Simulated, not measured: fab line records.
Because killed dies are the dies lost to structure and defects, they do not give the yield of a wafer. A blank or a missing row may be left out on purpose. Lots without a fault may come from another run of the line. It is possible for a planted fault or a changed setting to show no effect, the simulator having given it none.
A sampling plan put to the test :: flow berkeley_cmos170 :: each of the 12 faults these records tell of, on one fab line, judged from the records of the lots it struck
The plan is the line's own looks: the steps of the route at which a gauge or an inspection reads the wafer and doesn't change it. A look is open to judgement when struck wafers have a number at it and the file gives its usual mean and standard deviation on fault-free wafers. Caught: the struck wafers' mean, at a look after the fault's first step, is 4 or more of those standard deviations (sigma) away from the usual mean. On the tool: the identical test, applied to the tool's own readings at the steps of the fault. A different recipe on the struck wafers counts as caught too, as does a record blank only for those wafers.

## THE FAULTS, as the simulator had put them in
1. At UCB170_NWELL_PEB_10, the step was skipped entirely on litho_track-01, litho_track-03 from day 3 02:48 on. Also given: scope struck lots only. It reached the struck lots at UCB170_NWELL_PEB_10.
2. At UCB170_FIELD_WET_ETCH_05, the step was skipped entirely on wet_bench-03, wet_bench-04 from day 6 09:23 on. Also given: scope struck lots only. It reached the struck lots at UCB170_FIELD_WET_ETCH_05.
3. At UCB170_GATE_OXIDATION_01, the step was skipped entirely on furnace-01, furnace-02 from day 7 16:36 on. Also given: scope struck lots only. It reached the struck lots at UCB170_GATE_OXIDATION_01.
4. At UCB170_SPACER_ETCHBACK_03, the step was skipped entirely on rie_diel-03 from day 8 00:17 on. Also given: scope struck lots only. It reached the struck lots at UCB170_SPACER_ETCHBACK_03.
5. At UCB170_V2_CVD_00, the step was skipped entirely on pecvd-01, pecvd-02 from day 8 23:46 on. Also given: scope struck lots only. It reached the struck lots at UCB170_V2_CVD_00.
6. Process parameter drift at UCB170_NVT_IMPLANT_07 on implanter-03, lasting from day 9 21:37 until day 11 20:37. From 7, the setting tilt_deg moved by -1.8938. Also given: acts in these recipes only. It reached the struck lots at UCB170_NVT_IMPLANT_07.
7. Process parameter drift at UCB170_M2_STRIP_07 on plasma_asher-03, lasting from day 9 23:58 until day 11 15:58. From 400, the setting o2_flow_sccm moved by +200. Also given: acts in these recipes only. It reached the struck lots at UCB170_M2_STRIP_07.
8. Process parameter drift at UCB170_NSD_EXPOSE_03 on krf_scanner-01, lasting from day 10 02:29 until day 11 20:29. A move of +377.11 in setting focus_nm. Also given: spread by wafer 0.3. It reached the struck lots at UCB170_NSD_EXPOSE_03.
9. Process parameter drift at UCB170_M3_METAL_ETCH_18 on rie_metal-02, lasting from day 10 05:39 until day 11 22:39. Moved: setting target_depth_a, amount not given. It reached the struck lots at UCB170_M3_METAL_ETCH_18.
10. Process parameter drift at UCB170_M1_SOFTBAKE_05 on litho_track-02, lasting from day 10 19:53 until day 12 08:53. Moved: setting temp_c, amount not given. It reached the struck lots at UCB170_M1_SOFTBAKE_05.
11. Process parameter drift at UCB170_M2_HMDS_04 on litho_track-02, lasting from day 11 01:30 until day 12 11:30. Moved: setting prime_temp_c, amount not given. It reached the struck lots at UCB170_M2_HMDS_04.
12. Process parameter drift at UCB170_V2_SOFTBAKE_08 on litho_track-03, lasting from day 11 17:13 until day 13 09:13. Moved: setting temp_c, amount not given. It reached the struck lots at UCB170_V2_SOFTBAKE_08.

## WHAT THE PLAN SAW
fault: 1
on the tool itself: the tool's record is blank for the struck wafers
first look that catches it: no look after it can be judged
reading, sigma: -
median hours from its first step to that look: -
hours from the fault's start to the first struck lot there: -
judged looks passed uncaught: 0

fault: 2
on the tool itself: the tool's record is blank for the struck wafers
first look that catches it: no look after it can be judged
reading, sigma: -
median hours from its first step to that look: -
hours from the fault's start to the first struck lot there: -
judged looks passed uncaught: 0

fault: 3
on the tool itself: the tool's record is blank for the struck wafers
first look that catches it: not the one look that can be judged after it
reading, sigma: -
median hours from its first step to that look: -
hours from the fault's start to the first struck lot there: -
judged looks passed uncaught: 1

fault: 4
on the tool itself: the tool's record is blank for the struck wafers
first look that catches it: no look after it can be judged
reading, sigma: -
median hours from its first step to that look: -
hours from the fault's start to the first struck lot there: -
judged looks passed uncaught: 0

fault: 5
on the tool itself: the tool's record is blank for the struck wafers
first look that catches it: no look after it can be judged
reading, sigma: -
median hours from its first step to that look: -
hours from the fault's start to the first struck lot there: -
judged looks passed uncaught: 0

fault: 6
on the tool itself: tilt_deg -99 or beyond sigma
first look that catches it: none of the 2 looks that can be judged after it
reading, sigma: -
median hours from its first step to that look: -
hours from the fault's start to the first struck lot there: -
judged looks passed uncaught: 2

fault: 7
on the tool itself: o2_flow_sccm +99 or beyond sigma
first look that catches it: no look after it can be judged
reading, sigma: -
median hours from its first step to that look: -
hours from the fault's start to the first struck lot there: -
judged looks passed uncaught: 0

fault: 8
on the tool itself: exposure_dose_mJ_cm2 -8.4 sigma
first look that catches it: no look after it can be judged
reading, sigma: -
median hours from its first step to that look: -
hours from the fault's start to the first struck lot there: -
judged looks passed uncaught: 0

fault: 9
on the tool itself: only faintly: oes_product_au -2.8 sigma
first look that catches it: no look after it can be judged
reading, sigma: -
median hours from its first step to that look: -
hours from the fault's start to the first struck lot there: -
judged looks passed uncaught: 0

fault: 10
on the tool itself: heater_power_total_W +11 sigma
first look that catches it: not the one look that can be judged after it
reading, sigma: -
median hours from its first step to that look: -
hours from the fault's start to the first struck lot there: -
judged looks passed uncaught: 1

fault: 11
on the tool itself: prime_temp_c -13 sigma
first look that catches it: no look after it can be judged
reading, sigma: -
median hours from its first step to that look: -
hours from the fault's start to the first struck lot there: -
judged looks passed uncaught: 0

fault: 12
on the tool itself: heater_power_total_W -59 sigma
first look that catches it: UCB170_V2_CD_MEAS_12
reading, sigma: cd_nm -6.9
median hours from its first step to that look: 0.8
hours from the fault's start to the first struck lot there: 5
judged looks passed uncaught: 0
A dash: the fault is not caught, or the number is missing from these records.

Caught at a look: 1 of 12. Caught on the tool: 11 of 12. By one or the other: 11 of 12.
On the tool alone, faults 1, 2, 3, 4, 5, 6, 7, 8, 10, 11 were caught.
Caught by neither: fault 9.

## THINNER SAMPLING
In the worst case, this is how late the first struck lot would be measured if the look that catches a fault measured only every second or every third lot, by lot number:
fault: 12
struck lots at that look, in order of time: L538, L539
every lot: 5 h
every second lot: 25 h
every third lot: may miss all 2
The hour figures run from when the fault began to the first measured lot among those it struck. Since the struck wafers were tested as one group against 4 sigma, a single lot by itself may lie under the limit. Other struck lots may not be in these records.

## THE LONGEST TIMED WAY FROM STEP TO LOOK
For fault 12, UCB170_V2_SOFTBAKE_08 and UCB170_V2_CD_MEAS_12 are separated by a median of 0.8 hours. No look between them can be judged.
